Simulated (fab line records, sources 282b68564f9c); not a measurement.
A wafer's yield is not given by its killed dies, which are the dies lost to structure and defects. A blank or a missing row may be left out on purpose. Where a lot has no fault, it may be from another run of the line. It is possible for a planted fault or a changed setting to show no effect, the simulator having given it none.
Struck lot and sound lot, side by side	flow ritCmos	14 steps out of a route of 202
Sound: wafers L165.2, L165.3, L165.4. Wafers struck: L171.1, L171.2, L171.5. At the end, the cause is stated.
Per side, at each step with rows, come the tool, then ch with its chambers, and then its first start. Under that, the readings that differ: sound wafers	struck wafers	difference of the means	sigmas: that difference in standard deviations of wafers without a fault.
alike: words and numbers the same on both sides, and readings whose means are apart by under 2 such deviations; not compared: readings that were withheld, readings missing a value for some wafer, numbers with overlapping values and no deviation given by the record, and bounds like >300 which may hide the same value.
A row with sigmas, a row that says differs or no value, or rows on one side alone: a step with any of these is where the two part. Numbers that have no deviation but don't overlap get no sigmas and don't part them. Lack of a reading on every wafer of one side parts them only where that side has two or more wafers.

first, 2 steps without rows for these wafers: RIT_NRETRO_PEB_04; RIT_NRETRO_DEVELOP_05 (develop time 68 s).
RIT_NRETRO_OVL_MEAS_06:
  struck on overlay-02, day 4 07:05; sound on overlay-01, day 3 03:14
  alike: NRETRO_OVL
then, 2 steps without rows for these wafers: RIT_NRETRO_HARDBAKE_07 (time 120 s); RIT_NRETRO_IMPLANT_08.
RIT_NRETRO_STRIP_09: strips in O2, time 180 s.
  sound on plasmaAsher-03 ch 0,1, day 3 03:40; struck on plasmaAsher-03 ch 0,1, day 4 07:31
  alike: drypumpMotorCurrentA
  not compared: rfHoursCounterH
RIT_NRETRO_TW_MEAS_10:
  struck on filmMetro-01, day 4 07:42; sound on filmMetro-03, day 3 03:51
reading	sound	struck	difference	sigmas
NRETRO_TW	1087 1076 1079	1053 1056 1058	-25	-2
then, 5 steps without rows for these wafers: RIT_PRETRO_HMDS_00 (prime time 60 s); RIT_PRETRO_COAT_01 (resist thk 1300 nm); RIT_PRETRO_SOFTBAKE_02 (time 60 s); RIT_PRETRO_EXPOSE_03 (exposes mask M5, target cd 43700 nm); RIT_PRETRO_PEB_04.
RIT_PRETRO_DEVELOP_05: develop time 68 s.
  struck on lithoTrack-03, day 4 08:00; sound on lithoTrack-02 ch 0, day 3 04:00
  no value came back on the struck wafers for chillPlateTempC (C), developTimeS (s), developerTempC (C), resistLineTempC (C); on the sound wafers chillPlateTempC (C) reads 22.94 23.02 23.05
RIT_PRETRO_OVL_MEAS_06:
  struck on overlay-02, day 4 08:46; sound on overlay-01, day 3 04:47
reading	sound	struck	difference	sigmas
PRETRO_OVL (nm)	0.5 0.7 0.1	- - -	no value on the struck wafers	

WHERE THEY PART
Last at RIT_PRETRO_OVL_MEAS_06 as far as this record goes, first at RIT_NRETRO_TW_MEAS_10.

WHY: the cause the simulator had injected
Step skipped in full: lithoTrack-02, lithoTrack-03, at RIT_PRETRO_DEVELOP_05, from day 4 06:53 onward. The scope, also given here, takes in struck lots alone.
